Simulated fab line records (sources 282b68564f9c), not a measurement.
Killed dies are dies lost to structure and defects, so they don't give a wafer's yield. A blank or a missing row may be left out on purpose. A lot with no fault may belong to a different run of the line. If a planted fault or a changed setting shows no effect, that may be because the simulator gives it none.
What tool caused it? + flow rit cmos + Sampling: 7 lots, 21 wafers, 4 of 202 route steps

== WHAT EACH GAUGE READ, for each wafer ==
RIT_M1_BOW_MEAS_16.
| lot  | measured    | on            | M1_BOW (um) |
|------|-------------|---------------|-------------|
| L693 | day 4 22:08 | film metro-02 | 15 18 11    |
| L696 | day 5 09:47 | film metro-04 | 23 15 19    |
| L698 | day 5 18:10 | film metro-02 | 15 15 16    |
| L700 | day 6 03:15 | film metro-02 | 13 -3 11    |
| L702 | day 6 15:26 | film metro-02 | 10 35 4     |
| L704 | day 7 06:50 | film metro-02 | 10 18 8     |
| L709 | day 8 04:14 | film metro-03 | 13 10 9     |

== TOOL THAT RAN EACH LOT (tool first, then ch and the chambers of the sampled wafers, then the start) ==
| lot  | RIT_GATE_ETCH_19                | RIT_SDANNEAL_RTA_03             | RIT_CONTACT_STRIP_12                |
|------|---------------------------------|---------------------------------|-------------------------------------|
| L693 | rie si-02 ch 0,1,2, day 4 00:17 | rtp anneal-01 ch 0, day 4 14:42 | plasma asher-02 ch 0,1, day 4 17:28 |
| L696 | rie si-02 ch 0,2, day 4 12:15   | rtp anneal-01 ch 0, day 5 02:29 | plasma asher-03 ch 0,1, day 5 05:14 |
| L698 | rie si-02 ch 0,2, day 4 20:48   | rtp anneal-01 ch 0, day 5 10:38 | plasma asher-03 ch 0,1, day 5 13:35 |
| L700 | rie si-02 ch 0,1,3, day 5 07:20 | rtp anneal-01 ch 0, day 5 19:27 | plasma asher-03 ch 0,1, day 5 22:34 |
| L702 | rie si-02 ch 0,2,3, day 5 17:52 | rtp anneal-01 ch 0, day 6 07:39 | plasma asher-03 ch 0,1, day 6 10:27 |
| L704 | rie si-02 ch 0,3, day 5 23:10   | rtp anneal-01 ch 0, day 6 13:38 | plasma asher-02 ch 0,1, day 6 16:20 |
| L709 | rie si-01 ch 1,2,3, day 7 08:31 | rtp anneal-02 ch 0, day 7 20:48 | plasma asher-01 ch 0,1, day 7 23:38 |
- RIT_GATE_ETCH_19: etches poly-Si in SF6/CHF3/O2, stops on SiO2, time 165 s, target depth 312.5 nm.
- RIT_SDANNEAL_RTA_03: time 5 s.
- RIT_CONTACT_STRIP_12: strips in O2, time 180 s.

== THE ANSWER, worked out from the rows above alone ==
Rule: the usual values come from the lots themselves. Put in order of their means at a reading, lots are off if they are a third of the lots or fewer, leave a main group of 4 or more, and stand apart from it by a gap of 3 or more times the standard deviation of the main group's means; of several such gaps the widest counts. If all means in a main group match to the digits the tables above print for the reading, that group is not used. A lot without any number at a reading at which 4 lots or more have one is off too. Where the step has rows for the other lots, those lots are counted as sound.
No lot is off on any of the readings shown, so nothing can be concluded from this.

== WHAT THE SIMULATOR PUT IN ==
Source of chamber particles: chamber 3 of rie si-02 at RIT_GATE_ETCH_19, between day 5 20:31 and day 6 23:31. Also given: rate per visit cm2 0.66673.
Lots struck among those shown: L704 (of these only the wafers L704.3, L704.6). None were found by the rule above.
